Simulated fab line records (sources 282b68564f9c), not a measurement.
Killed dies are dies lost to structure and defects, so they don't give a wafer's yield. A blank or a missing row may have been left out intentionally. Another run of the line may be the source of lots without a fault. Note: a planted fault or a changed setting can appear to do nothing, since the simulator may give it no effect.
Which tool was responsible? :: flow rit-cmos :: 42 wafers from 14 lots sampled at 2 of the route's 202 steps

## WHAT EACH GAUGE READ, for each wafer
RIT_PSD_TW_MEAS_10.
lot: L316
measured: day 3 06:13
on: film-metro-03
PSD_TW: 3424 3420 3415

lot: L317
measured: day 3 13:34
on: film-metro-03
PSD_TW: 3419 3426 3425

lot: L318
measured: day 3 17:58
on: film-metro-01
PSD_TW: 3415 3433 3415

lot: L319
measured: day 3 23:05
on: film-metro-02
PSD_TW: 3429 3462 3421

lot: L320
measured: day 4 06:13
on: film-metro-02
PSD_TW: 3442 3442 3428

lot: L324
measured: day 4 21:47
on: film-metro-03
PSD_TW: 3424 3438 3442

lot: L325
measured: day 5 02:59
on: film-metro-01
PSD_TW: 3422 3417 3440

lot: L326
measured: day 5 05:50
on: film-metro-02
PSD_TW: 3424 3429 3425

lot: L327
measured: day 5 12:10
on: film-metro-02
PSD_TW: 3422 3422 3422

lot: L328
measured: day 5 14:37
on: film-metro-01
PSD_TW: 3407 3404 3410

lot: L330
measured: day 6 03:37
on: film-metro-03
PSD_TW: 3420 3426 3422

lot: L332
measured: day 6 09:59
on: film-metro-03
PSD_TW: 3408 3402 3412

lot: L334
measured: day 6 23:34
on: film-metro-01
PSD_TW: 30 30 30

lot: L335
measured: day 7 04:32
on: film-metro-02
PSD_TW: 30 30 30

## EACH LOT AND THE TOOL THAT RAN IT (in order: tool; ch and the chambers of the sampled wafers; start)
lot: L316
RIT_NSD_STRIP_09: plasma-asher-03 ch 1, day 3 04:37

lot: L317
RIT_NSD_STRIP_09: plasma-asher-01 ch 0,1, day 3 11:50

lot: L318
RIT_NSD_STRIP_09: plasma-asher-03 ch 0,1, day 3 16:05

lot: L319
RIT_NSD_STRIP_09: plasma-asher-01 ch 0,1, day 3 21:29

lot: L320
RIT_NSD_STRIP_09: plasma-asher-04 ch 0,1, day 4 04:29

lot: L324
RIT_NSD_STRIP_09: plasma-asher-03 ch 0, day 4 20:11

lot: L325
RIT_NSD_STRIP_09: plasma-asher-04 ch 0,1, day 5 01:24

lot: L326
RIT_NSD_STRIP_09: plasma-asher-04 ch 0,1, day 5 04:13

lot: L327
RIT_NSD_STRIP_09: plasma-asher-04 ch 0,1, day 5 10:26

lot: L328
RIT_NSD_STRIP_09: plasma-asher-04 ch 0,1, day 5 13:01

lot: L330
RIT_NSD_STRIP_09: plasma-asher-03 ch 0,1, day 6 01:53

lot: L332
RIT_NSD_STRIP_09: plasma-asher-04 ch 0,1, day 6 08:08

lot: L334
RIT_NSD_STRIP_09: plasma-asher-01 ch 0,1, day 6 21:50

lot: L335
RIT_NSD_STRIP_09: plasma-asher-03 ch 0,1, day 7 02:49
- RIT_NSD_STRIP_09: strips in O2, time 180 s.

## WHAT THE TOOLS THEMSELVES READ (means of the sampled wafers that have a number; where no wafer has one, the mark that the record gives instead)
RIT_NSD_STRIP_09.
lot: L316
tool: plasma-asher-03
chamber-pressure-mTorr (mTorr): 3999
drypump-motor-current-A (A): 6.1

lot: L317
tool: plasma-asher-01
chamber-pressure-mTorr (mTorr): 4000
drypump-motor-current-A (A): 5.5

lot: L318
tool: plasma-asher-03
chamber-pressure-mTorr (mTorr): 3999
drypump-motor-current-A (A): 5.8

lot: L319
tool: plasma-asher-01
chamber-pressure-mTorr (mTorr): 3999
drypump-motor-current-A (A): 5.1

lot: L320
tool: plasma-asher-04
chamber-pressure-mTorr (mTorr): 4000
drypump-motor-current-A (A): 5.8

lot: L324
tool: plasma-asher-03
chamber-pressure-mTorr (mTorr): 4002
drypump-motor-current-A (A): 5.2

lot: L325
tool: plasma-asher-04
chamber-pressure-mTorr (mTorr): 3997
drypump-motor-current-A (A): 5.6

lot: L326
tool: plasma-asher-04
chamber-pressure-mTorr (mTorr): 4003
drypump-motor-current-A (A): 5.6

lot: L327
tool: plasma-asher-04
chamber-pressure-mTorr (mTorr): 4000
drypump-motor-current-A (A): 5.6

lot: L328
tool: plasma-asher-04
chamber-pressure-mTorr (mTorr): 3998
drypump-motor-current-A (A): 5.6

lot: L330
tool: plasma-asher-03
chamber-pressure-mTorr (mTorr): 3997
drypump-motor-current-A (A): 5.8

lot: L332
tool: plasma-asher-04
chamber-pressure-mTorr (mTorr): 3998
drypump-motor-current-A (A): 5.5

lot: L334
tool: plasma-asher-01
chamber-pressure-mTorr (mTorr): -
drypump-motor-current-A (A): -

lot: L335
tool: plasma-asher-03
chamber-pressure-mTorr (mTorr): -
drypump-motor-current-A (A): -

## THE ANSWER, worked out from the rows above alone
Rule: the usual values come from the lots themselves. The widest of any qualifying gaps counts: lots, ordered by their means at a reading, are off when they make up no more than a third of the lots, leave a main group of 4 or more, and stand apart from it by 3 or more times the standard deviation of that group's means. The tables above print the reading to a certain number of digits; a main group whose means all agree to those digits is not used. Also off: a lot with no number at a reading for which 4 or more lots have one. Any other lot the step has rows for is counted as sound. First the gauges in route order, then the tools' own readings, where a lot's mean is used as printed above. The first step at which some lot is off is used, and at that step the reading that is off furthest; a lot without a number counts as furthest.
Off: L334, L335, seen at RIT_PSD_TW_MEAS_10 (PSD_TW). The main group: mean 3424, standard deviation 9.5.
If a tool, at a process step before that reading, ran all the lots that are off and no sound lot after the first of them, it fits. Not tried: the gauges at RIT_PSD_TW_MEAS_10; whatever is off there is also off at RIT_NSD_STRIP_09, on other tools, and gauge error can't account for it. Of those tried, none fits.

## WHAT THE SIMULATOR HAD PUT IN
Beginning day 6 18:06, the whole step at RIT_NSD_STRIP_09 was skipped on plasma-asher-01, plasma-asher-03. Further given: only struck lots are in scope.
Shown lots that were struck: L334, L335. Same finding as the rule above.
